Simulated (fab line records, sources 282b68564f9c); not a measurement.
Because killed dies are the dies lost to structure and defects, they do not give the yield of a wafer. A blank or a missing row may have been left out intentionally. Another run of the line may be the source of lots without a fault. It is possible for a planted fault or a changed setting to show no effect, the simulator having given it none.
fab line records / flow rit-cmos
[record] lots = 12 wafers = 36 last-day = 7
route steps=202 shown NWELL@36 M1@202
lots that met no fault: from a run of the same line without faults
start-h: hours from the record's opening day to when the first of the lot's shown wafers began / wait-h: hours elapsed since this lot's preceding step / " unchanged from the row above / L1.1+2: a row that stands for several wafers / - no value, or no start was given / * or withheld: withheld / < > ~ a bound
route shown NAME@n: names a module that has steps shown in the file, with the first one's number in the route / usual: average and standard deviation across the fault-free wafers / same: alike in all rows / chamber/n: place in a boat / sites: each site's reading / _std_site: standard deviation across them / _edge_site: inner sites' mean taken away from outer sites' mean / radius-mm: for every site, how far away it sits from the centre of the wafer / mask NAME#n: copy n / behind: the tool/chamber that last shaped the wafer / hold: reason for holding the lot/hours on hold/outcome of the hold / device: names the non-switching transistor (n, p or np) / end of line: the tests these same wafers got at the end of their route / a step without rows: its recipe alone / killed: dies that structure and defects cost at the first sort, which is not the same as the wafer's yield / map: a wafer's dies, x killed, . not, _ none there
set.NAME: the setting as run; set.NAME@STEP: as run at that earlier step / model.NAME: the simulator's own value behind a step, which no gauge read
one table for each step of the route and one row for each wafer, over a sample of lots
services: the hour from which a tool's chamber was out of use, counted from the record's first day as start-h (under 0 if before that day), plus the number of hours and why
[[steps]]
[step RIT_NWELL_IMPLANT_08]
[recipe] species = P energy-kev = 170 dose-cm2 = 5e+13 tilt-deg = 7
[usual] dose-ions-cm2 = 5e+13/6.1e+10
lot.wafer=L291.1 tool=implanter-04 chamber=0 start-h=21.00 wait-h=0.2 dose-ions-cm2=5.007e+13
lot.wafer=L291.3 tool=implanter-04 chamber=0 start-h=21.00 wait-h=0.2 dose-ions-cm2=5.003e+13
lot.wafer=L291.6 tool=implanter-04 chamber=0 start-h=21.00 wait-h=0.2 dose-ions-cm2=5.015e+13
lot.wafer=L292.2 tool=implanter-01 chamber=0 start-h=28.78 wait-h=0.2 dose-ions-cm2=4.992e+13
lot.wafer=L292.3 tool=implanter-01 chamber=0 start-h=28.78 wait-h=0.2 dose-ions-cm2=4.988e+13
lot.wafer=L292.6 tool=implanter-01 chamber=0 start-h=28.78 wait-h=0.2 dose-ions-cm2=4.996e+13
lot.wafer=L293.1 tool=implanter-01 chamber=0 start-h=34.22 wait-h=0.2 dose-ions-cm2=4.993e+13
lot.wafer=L293.2 tool=implanter-01 chamber=0 start-h=34.22 wait-h=0.2 dose-ions-cm2=5.005e+13
lot.wafer=L293.4 tool=implanter-01 chamber=0 start-h=34.22 wait-h=0.2 dose-ions-cm2=4.995e+13
lot.wafer=L294.4 tool=implanter-04 chamber=0 start-h=42.61 wait-h=0.2 dose-ions-cm2=5.013e+13
lot.wafer=L294.5 tool=implanter-04 chamber=0 start-h=42.61 wait-h=0.2 dose-ions-cm2=4.995e+13
lot.wafer=L294.6 tool=implanter-04 chamber=0 start-h=42.61 wait-h=0.2 dose-ions-cm2=5.005e+13
lot.wafer=L295.2 tool=implanter-01 chamber=0 start-h=48.31 wait-h=0.2 dose-ions-cm2=5.001e+13
lot.wafer=L295.4 tool=implanter-01 chamber=0 start-h=48.31 wait-h=0.2 dose-ions-cm2=5.006e+13
lot.wafer=L295.5 tool=implanter-01 chamber=0 start-h=48.31 wait-h=0.2 dose-ions-cm2=5e+13
lot.wafer=L296.3 tool=implanter-01 chamber=0 start-h=53.33 wait-h=0.2 dose-ions-cm2=4.996e+13
lot.wafer=L296.4 tool=implanter-01 chamber=0 start-h=53.33 wait-h=0.2 dose-ions-cm2=5.001e+13
lot.wafer=L296.6 tool=implanter-01 chamber=0 start-h=53.33 wait-h=0.2 dose-ions-cm2=5.006e+13
lot.wafer=L297.2 tool=implanter-02 chamber=0 start-h=56.89 wait-h=0.2 dose-ions-cm2=4.998e+13
lot.wafer=L297.5 tool=implanter-02 chamber=0 start-h=56.89 wait-h=0.2 dose-ions-cm2=4.995e+13
lot.wafer=L297.6 tool=implanter-02 chamber=0 start-h=56.89 wait-h=0.2 dose-ions-cm2=4.994e+13
lot.wafer=L298.1 tool=implanter-04 chamber=0 start-h=62.42 wait-h=0.2 dose-ions-cm2=5.003e+13
lot.wafer=L298.2 tool=implanter-04 chamber=0 start-h=62.42 wait-h=0.2 dose-ions-cm2=5.002e+13
lot.wafer=L298.3 tool=implanter-04 chamber=0 start-h=62.42 wait-h=0.2 dose-ions-cm2=5.016e+13
lot.wafer=L299.2 tool=implanter-02 chamber=0 start-h=64.49 wait-h=0.2 dose-ions-cm2=5.004e+13
lot.wafer=L299.3 tool=implanter-02 chamber=0 start-h=64.49 wait-h=0.2 dose-ions-cm2=5.004e+13
lot.wafer=L299.6 tool=implanter-02 chamber=0 start-h=64.49 wait-h=0.2 dose-ions-cm2=4.994e+13
lot.wafer=L305.1 tool=implanter-01 chamber=0 start-h=94.15 wait-h=0.2 dose-ions-cm2=4.763e+13
lot.wafer=L305.3 tool=implanter-01 chamber=0 start-h=94.15 wait-h=0.2 dose-ions-cm2=4.759e+13
lot.wafer=L305.5 tool=implanter-01 chamber=0 start-h=94.15 wait-h=0.2 dose-ions-cm2=4.757e+13
lot.wafer=L306.1 tool=implanter-01 chamber=0 start-h=99.21 wait-h=0.2 dose-ions-cm2=4.754e+13
lot.wafer=L306.3 tool=implanter-01 chamber=0 start-h=99.21 wait-h=0.2 dose-ions-cm2=4.756e+13
lot.wafer=L306.5 tool=implanter-01 chamber=0 start-h=99.21 wait-h=0.2 dose-ions-cm2=4.748e+13
lot.wafer=L312.2 tool=implanter-02 chamber=0 start-h=127.09 wait-h=0.2 dose-ions-cm2=5.012e+13
lot.wafer=L312.4 tool=implanter-02 chamber=0 start-h=127.09 wait-h=0.2 dose-ions-cm2=5.004e+13
lot.wafer=L312.5 tool=implanter-02 chamber=0 start-h=127.09 wait-h=0.2 dose-ions-cm2=5.01e+13
[step RIT_NWELL_TW_MEAS_10]
[usual] NWELL_TW = 2141/13
lot.wafer=L291.1 tool=film-metro-01 chamber=- start-h=21.32 wait-h=0.1 hold=- NWELL_TW=2131
lot.wafer=L291.3 tool=film-metro-01 chamber=- start-h=21.32 wait-h=0.1 hold=- NWELL_TW=2133
lot.wafer=L291.6 tool=film-metro-01 chamber=- start-h=21.32 wait-h=0.1 hold=- NWELL_TW=2128
lot.wafer=L292.2 tool=film-metro-01 chamber=- start-h=29.09 wait-h=0.1 hold=- NWELL_TW=2123
lot.wafer=L292.3 tool=film-metro-01 chamber=- start-h=29.09 wait-h=0.1 hold=- NWELL_TW=2114
lot.wafer=L292.6 tool=film-metro-01 chamber=- start-h=29.09 wait-h=0.1 hold=- NWELL_TW=2104
lot.wafer=L293.1 tool=film-metro-03 chamber=- start-h=34.55 wait-h=0.1 hold=- NWELL_TW=2143
lot.wafer=L293.2 tool=film-metro-03 chamber=- start-h=34.55 wait-h=0.1 hold=- NWELL_TW=2147
lot.wafer=L293.4 tool=film-metro-03 chamber=- start-h=34.55 wait-h=0.1 hold=- NWELL_TW=2152
lot.wafer=L294.4 tool=film-metro-04 chamber=- start-h=43.04 wait-h=0.2 hold=- NWELL_TW=2143
lot.wafer=L294.5 tool=film-metro-04 chamber=- start-h=43.04 wait-h=0.2 hold=- NWELL_TW=2155
lot.wafer=L294.6 tool=film-metro-04 chamber=- start-h=43.04 wait-h=0.2 hold=- NWELL_TW=2148
lot.wafer=L295.2 tool=film-metro-04 chamber=- start-h=48.62 wait-h=0.1 hold=- NWELL_TW=2146
lot.wafer=L295.4 tool=film-metro-04 chamber=- start-h=48.62 wait-h=0.1 hold=- NWELL_TW=2149
lot.wafer=L295.5 tool=film-metro-04 chamber=- start-h=48.62 wait-h=0.1 hold=- NWELL_TW=2161
lot.wafer=L296.3 tool=film-metro-01 chamber=- start-h=53.63 wait-h=0.1 hold=- NWELL_TW=2109
lot.wafer=L296.4 tool=film-metro-01 chamber=- start-h=53.63 wait-h=0.1 hold=- NWELL_TW=2109
lot.wafer=L296.6 tool=film-metro-01 chamber=- start-h=53.63 wait-h=0.1 hold=- NWELL_TW=2122
lot.wafer=L297.2 tool=film-metro-04 chamber=- start-h=57.20 wait-h=0.1 hold=- NWELL_TW=2152
lot.wafer=L297.5 tool=film-metro-04 chamber=- start-h=57.20 wait-h=0.1 hold=- NWELL_TW=2147
lot.wafer=L297.6 tool=film-metro-04 chamber=- start-h=57.20 wait-h=0.1 hold=- NWELL_TW=2144
lot.wafer=L298.1 tool=film-metro-03 chamber=- start-h=62.74 wait-h=0.1 hold=- NWELL_TW=2143
lot.wafer=L298.2 tool=film-metro-03 chamber=- start-h=62.74 wait-h=0.1 hold=- NWELL_TW=2138
lot.wafer=L298.3 tool=film-metro-03 chamber=- start-h=62.74 wait-h=0.1 hold=- NWELL_TW=2142
lot.wafer=L299.2 tool=film-metro-04 chamber=- start-h=64.80 wait-h=0.1 hold=- NWELL_TW=2164
lot.wafer=L299.3 tool=film-metro-04 chamber=- start-h=64.80 wait-h=0.1 hold=- NWELL_TW=2154
lot.wafer=L299.6 tool=film-metro-04 chamber=- start-h=64.80 wait-h=0.1 hold=- NWELL_TW=2143
lot.wafer=L305.1 tool=film-metro-04 chamber=- start-h=94.48 wait-h=0.1 hold=- NWELL_TW=2117
lot.wafer=L305.3 tool=film-metro-04 chamber=- start-h=94.48 wait-h=0.1 hold=- NWELL_TW=2125
lot.wafer=L305.5 tool=film-metro-04 chamber=- start-h=94.48 wait-h=0.1 hold=- NWELL_TW=2116
lot.wafer=L306.1 tool=film-metro-01 chamber=- start-h=99.54 wait-h=0.1 hold=await-dispo/0.2h/release NWELL_TW=2092
lot.wafer=L306.3 tool=film-metro-01 chamber=- start-h=99.54 wait-h=0.1 hold=await-dispo/0.2h/release NWELL_TW=2093
lot.wafer=L306.5 tool=film-metro-01 chamber=- start-h=99.54 wait-h=0.1 hold=await-dispo/0.2h/release NWELL_TW=2094
lot.wafer=L306.1 tool=film-metro-01 chamber=- start-h=99.77 wait-h=0.2 hold=- NWELL_TW=2088
lot.wafer=L306.3 tool=film-metro-01 chamber=- start-h=99.77 wait-h=0.2 hold=- NWELL_TW=2089
lot.wafer=L306.5 tool=film-metro-01 chamber=- start-h=99.77 wait-h=0.2 hold=- NWELL_TW=2089
lot.wafer=L312.2 tool=film-metro-04 chamber=- start-h=127.40 wait-h=0.1 hold=- NWELL_TW=2159
lot.wafer=L312.4 tool=film-metro-04 chamber=- start-h=127.40 wait-h=0.1 hold=- NWELL_TW=2158
lot.wafer=L312.5 tool=film-metro-04 chamber=- start-h=127.40 wait-h=0.1 hold=- NWELL_TW=2154
[step RIT_WELLDRIVE_RS_MEAS_01]
[recipe] thk-meas-gauge = four-point-probe
[usual] NWELL_RS = 275.8/0.85
lot.wafer=L291.1 tool=film-metro-04 chamber=- start-h=28.53 wait-h=0.0 hold=- NWELL_RS[ohm/sq]=274.2
lot.wafer=L291.3 tool=film-metro-04 chamber=- start-h=28.53 wait-h=0.0 hold=- NWELL_RS[ohm/sq]=274.5
lot.wafer=L291.6 tool=film-metro-04 chamber=- start-h=28.53 wait-h=0.0 hold=- NWELL_RS[ohm/sq]=274.9
lot.wafer=L292.2 tool=film-metro-04 chamber=- start-h=37.75 wait-h=0.0 hold=- NWELL_RS[ohm/sq]=276.2
lot.wafer=L292.3 tool=film-metro-04 chamber=- start-h=37.75 wait-h=0.0 hold=- NWELL_RS[ohm/sq]=276.1
lot.wafer=L292.6 tool=film-metro-04 chamber=- start-h=37.75 wait-h=0.0 hold=- NWELL_RS[ohm/sq]=275.8
lot.wafer=L293.1 tool=film-metro-04 chamber=- start-h=44.75 wait-h=0.0 hold=- NWELL_RS[ohm/sq]=274.9
lot.wafer=L293.2 tool=film-metro-04 chamber=- start-h=44.75 wait-h=0.0 hold=- NWELL_RS[ohm/sq]=275.6
lot.wafer=L293.4 tool=film-metro-04 chamber=- start-h=44.75 wait-h=0.0 hold=- NWELL_RS[ohm/sq]=275.2
lot.wafer=L294.4 tool=film-metro-01 chamber=- start-h=51.20 wait-h=0.1 hold=- NWELL_RS[ohm/sq]=275.9
lot.wafer=L294.5 tool=film-metro-01 chamber=- start-h=51.20 wait-h=0.1 hold=- NWELL_RS[ohm/sq]=276.1
lot.wafer=L294.6 tool=film-metro-01 chamber=- start-h=51.20 wait-h=0.1 hold=- NWELL_RS[ohm/sq]=275.8
lot.wafer=L295.2 tool=film-metro-03 chamber=- start-h=57.34 wait-h=0.0 hold=- NWELL_RS[ohm/sq]=276.1
lot.wafer=L295.4 tool=film-metro-03 chamber=- start-h=57.34 wait-h=0.0 hold=- NWELL_RS[ohm/sq]=275.4
lot.wafer=L295.5 tool=film-metro-03 chamber=- start-h=57.34 wait-h=0.0 hold=- NWELL_RS[ohm/sq]=275.4
lot.wafer=L296.3 tool=film-metro-01 chamber=- start-h=61.41 wait-h=0.0 hold=- NWELL_RS[ohm/sq]=277.3
lot.wafer=L296.4 tool=film-metro-01 chamber=- start-h=61.41 wait-h=0.0 hold=- NWELL_RS[ohm/sq]=278.6
lot.wafer=L296.6 tool=film-metro-01 chamber=- start-h=61.41 wait-h=0.0 hold=- NWELL_RS[ohm/sq]=277.2
lot.wafer=L297.2 tool=film-metro-01 chamber=- start-h=65.31 wait-h=0.0 hold=- NWELL_RS[ohm/sq]=277.4
lot.wafer=L297.5 tool=film-metro-01 chamber=- start-h=65.31 wait-h=0.0 hold=- NWELL_RS[ohm/sq]=277.5
lot.wafer=L297.6 tool=film-metro-01 chamber=- start-h=65.31 wait-h=0.0 hold=- NWELL_RS[ohm/sq]=277.1
lot.wafer=L298.1 tool=film-metro-03 chamber=- start-h=71.03 wait-h=0.0 hold=- NWELL_RS[ohm/sq]=275.6
lot.wafer=L298.2 tool=film-metro-03 chamber=- start-h=71.03 wait-h=0.0 hold=- NWELL_RS[ohm/sq]=275.7
lot.wafer=L298.3 tool=film-metro-03 chamber=- start-h=71.03 wait-h=0.0 hold=- NWELL_RS[ohm/sq]=276.1
lot.wafer=L299.2 tool=film-metro-04 chamber=- start-h=74.21 wait-h=0.0 hold=- NWELL_RS[ohm/sq]=275.0
lot.wafer=L299.3 tool=film-metro-04 chamber=- start-h=74.21 wait-h=0.0 hold=- NWELL_RS[ohm/sq]=275.4
lot.wafer=L299.6 tool=film-metro-04 chamber=- start-h=74.21 wait-h=0.0 hold=- NWELL_RS[ohm/sq]=275.3
lot.wafer=L305.1 tool=film-metro-01 chamber=- start-h=102.19 wait-h=0.0 hold=await-dispo/0.2h/release NWELL_RS[ohm/sq]=285.6
lot.wafer=L305.3 tool=film-metro-01 chamber=- start-h=102.19 wait-h=0.0 hold=await-dispo/0.2h/release NWELL_RS[ohm/sq]=284.0
lot.wafer=L305.5 tool=film-metro-01 chamber=- start-h=102.19 wait-h=0.0 hold=await-dispo/0.2h/release NWELL_RS[ohm/sq]=284.4
lot.wafer=L305.1 tool=film-metro-01 chamber=- start-h=102.48 wait-h=0.3 hold=- NWELL_RS[ohm/sq]=285.5
lot.wafer=L305.3 tool=film-metro-01 chamber=- start-h=102.48 wait-h=0.3 hold=- NWELL_RS[ohm/sq]=284.0
lot.wafer=L305.5 tool=film-metro-01 chamber=- start-h=102.48 wait-h=0.3 hold=- NWELL_RS[ohm/sq]=284.3
lot.wafer=L306.1 tool=film-metro-04 chamber=- start-h=120.72 wait-h=0.0 hold=await-dispo/0.2h/release NWELL_RS[ohm/sq]=283.8
lot.wafer=L306.3 tool=film-metro-04 chamber=- start-h=120.72 wait-h=0.0 hold=await-dispo/0.2h/release NWELL_RS[ohm/sq]=284.8
lot.wafer=L306.5 tool=film-metro-04 chamber=- start-h=120.72 wait-h=0.0 hold=await-dispo/0.2h/release NWELL_RS[ohm/sq]=283.9
lot.wafer=L306.1 tool=film-metro-04 chamber=- start-h=121.09 wait-h=0.4 hold=- NWELL_RS[ohm/sq]=284.2
lot.wafer=L306.3 tool=film-metro-04 chamber=- start-h=121.09 wait-h=0.4 hold=- NWELL_RS[ohm/sq]=284.4
lot.wafer=L306.5 tool=film-metro-04 chamber=- start-h=121.09 wait-h=0.4 hold=- NWELL_RS[ohm/sq]=283.6
lot.wafer=L312.2 tool=film-metro-04 chamber=- start-h=134.23 wait-h=0.0 hold=- NWELL_RS[ohm/sq]=274.9
lot.wafer=L312.4 tool=film-metro-04 chamber=- start-h=134.23 wait-h=0.0 hold=- NWELL_RS[ohm/sq]=274.7
lot.wafer=L312.5 tool=film-metro-04 chamber=- start-h=134.23 wait-h=0.0 hold=- NWELL_RS[ohm/sq]=274.9
[step RIT_M1_PROBE_99]
[usual] killed-at-contacts = 0.1/0.37 killed-at-front-end = 6.9/2.9 killed-dies = 7.1/2.9 killed-open = 3.3/1.8 killed-short = 3.6/2.2
[same] gross-dies = 264 killed_at_M0_to_M3 = 0 killed_at_M4_up = 0 killed-at-back-side = 0 killed-at-other = 0
lot.wafer=L305.1 tool=prober-01 chamber=- start-h=142.31 wait-h=0.1 killed-at-contacts=0 killed-at-front-end=10 killed-dies=10 killed-open=7 killed-short=3
lot.wafer=L305.3 tool=prober-01 chamber=- start-h=142.41 wait-h=0.2 killed-at-contacts=0 killed-at-front-end=5 killed-dies=5 killed-open=1 killed-short=4
lot.wafer=L305.5 tool=prober-01 chamber=- start-h=142.51 wait-h=0.2 killed-at-contacts=0 killed-at-front-end=3 killed-dies=3 killed-open=1 killed-short=2
// killed by level:class
L305.1 GATE:geometric-particle:open=3 REOX:geometric-particle:open=3 FOX2:geometric-particle:short=2 FOX2:geometric-particle:open=1 REOX:geometric-particle:short=1
L305.3 FOX2:geometric-particle:short=3 REOX:geometric-particle:open=1 REOX:geometric-particle:short=1
L305.5 SPACER:geometric-particle:short=2 GATE:geometric-particle:open=1
[[services]]
tool=implanter-01 chamber=- start-h=27.14 hours=1.3 kind=repair
tool=implanter-02 chamber=- start-h=57.82 hours=3.9 kind=pm
[[key]]
[first-sign] step = RIT_NWELL_IMPLANT_08 reading = dose-ions-cm2 direction = down sigmas = 40 usual = 5e+13 struck = 4.756e+13
[effect] step = RIT_NWELL_TW_MEAS_10 reading = visit direction = added
[effect] step = RIT_WELLDRIVE_RS_MEAS_01 reading = visit direction = added
[effect] step = RIT_WELLDRIVE_RS_MEAS_01 reading = NWELL_RS direction = up sigmas = 10 usual = 275.8 struck = 284.4
met-at RIT_NWELL_IMPLANT_08
struck-lots L305,L306
rows-end L306.1,L306.3,L306.5
tester-left-out L305
onset-between 53.33 94.15
[fault] kind = process-parameter-drift tool = implanter-01 chamber = - onset-h = 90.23 steps = RIT_NWELL_IMPLANT_08 channel = dose-cm2 offset = -2.3868e+12 shape = step end-h = 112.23 acts-in = these-recipes-only stated = 5e+13
// tester-left-out: of these lots the tester's yield and bins aren't shown, on N5 and GAA mostly nor the transistor test; their killed dies are dies lost to structure and defects alone, not to doping, threshold or leakage, so they don't give the yield
// rows-end: these wafers met a further fault down the route, and their rows from its step on are left out
